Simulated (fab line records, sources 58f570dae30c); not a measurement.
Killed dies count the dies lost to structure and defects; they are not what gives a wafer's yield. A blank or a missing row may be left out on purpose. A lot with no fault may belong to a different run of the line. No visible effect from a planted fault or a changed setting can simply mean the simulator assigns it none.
The tool behind it: which one? ; flow berkeley_cmos170 ; 21 wafers from 7 lots sampled at 3 of the route's 331 steps

WHAT EACH GAUGE READ, for each wafer
UCB170_PLDD_TW_MEAS_11.
lot;measured;on;PLDD_TW
L266;day 8 11:33;film_metro-01;1021 1007 1015
L264;day 8 11:11;film_metro-03;1000 997 994
L269;day 8 21:28;film_metro-03;852 853 845
L277;day 10 12:31;film_metro-01;1010 1007 1013
L281;day 11 07:04;film_metro-02;1018 1016 1016
L280;day 12 04:56;film_metro-01;1010 1016 1012
L284;day 12 11:28;film_metro-02;1014 1007 1016

EACH LOT AND THE TOOL THAT RAN IT (in order: tool; ch and the chambers of the sampled wafers; start)
lot;UCB170_GATE_ETCH_15;UCB170_PLDD_IMPLANT_09
L266;rie_si-01 ch 1,2,3, day 8 07:59;implanter-02 ch 0, day 8 11:20
L264;rie_si-01 ch 0,1,2, day 8 07:37;implanter-03 ch 0, day 8 10:58
L269;rie_si-02 ch 1,2,3, day 8 19:32;implanter-04 ch 0, day 8 21:14
L277;rie_si-02 ch 0,1,3, day 10 10:20;implanter-03 ch 0, day 10 12:16
L281;rie_si-02 ch 2,3, day 11 04:02;implanter-03 ch 0, day 11 06:49
L280;rie_si-01 ch 1,2, day 12 02:34;implanter-03 ch 0, day 12 04:41
L284;rie_si-01 ch 0,2,3, day 12 09:13;implanter-03 ch 0, day 12 11:13
- UCB170_GATE_ETCH_15: etches poly-Si in HBr/Cl2, stops on SiO2, time 56.3 s, target depth 278.2 nm.
- UCB170_PLDD_IMPLANT_09

THE ANSWER, worked out from the rows above alone
Rule: the usual values come from the lots themselves. Put in order of their means at a reading, lots are off if they are a third of the lots or fewer, leave a main group of 4 or more, and stand apart from it by a gap of 3 or more times the standard deviation of the main group's means; of several such gaps the widest counts. A main group is skipped when, at the precision printed for the reading in the tables above, its means are all equal. A lot without any number at a reading at which 4 lots or more have one is off too. The other lots that the step has rows for count as sound.
Off: L269, seen at UCB170_PLDD_TW_MEAS_11 (PLDD_TW). Main group: mean 1010, sd 6.4.
A tool fits if, at a process step before that reading, it ran every lot that is off, and no sound lot after the first of them. Those tools and the gauges at UCB170_PLDD_TW_MEAS_11 are tried in the same way. Can't be told from this: 2 tools fit, implanter-04 at UCB170_PLDD_IMPLANT_09, film_metro-03 at UCB170_PLDD_TW_MEAS_11.

WHAT THE SIMULATOR HAD INSERTED
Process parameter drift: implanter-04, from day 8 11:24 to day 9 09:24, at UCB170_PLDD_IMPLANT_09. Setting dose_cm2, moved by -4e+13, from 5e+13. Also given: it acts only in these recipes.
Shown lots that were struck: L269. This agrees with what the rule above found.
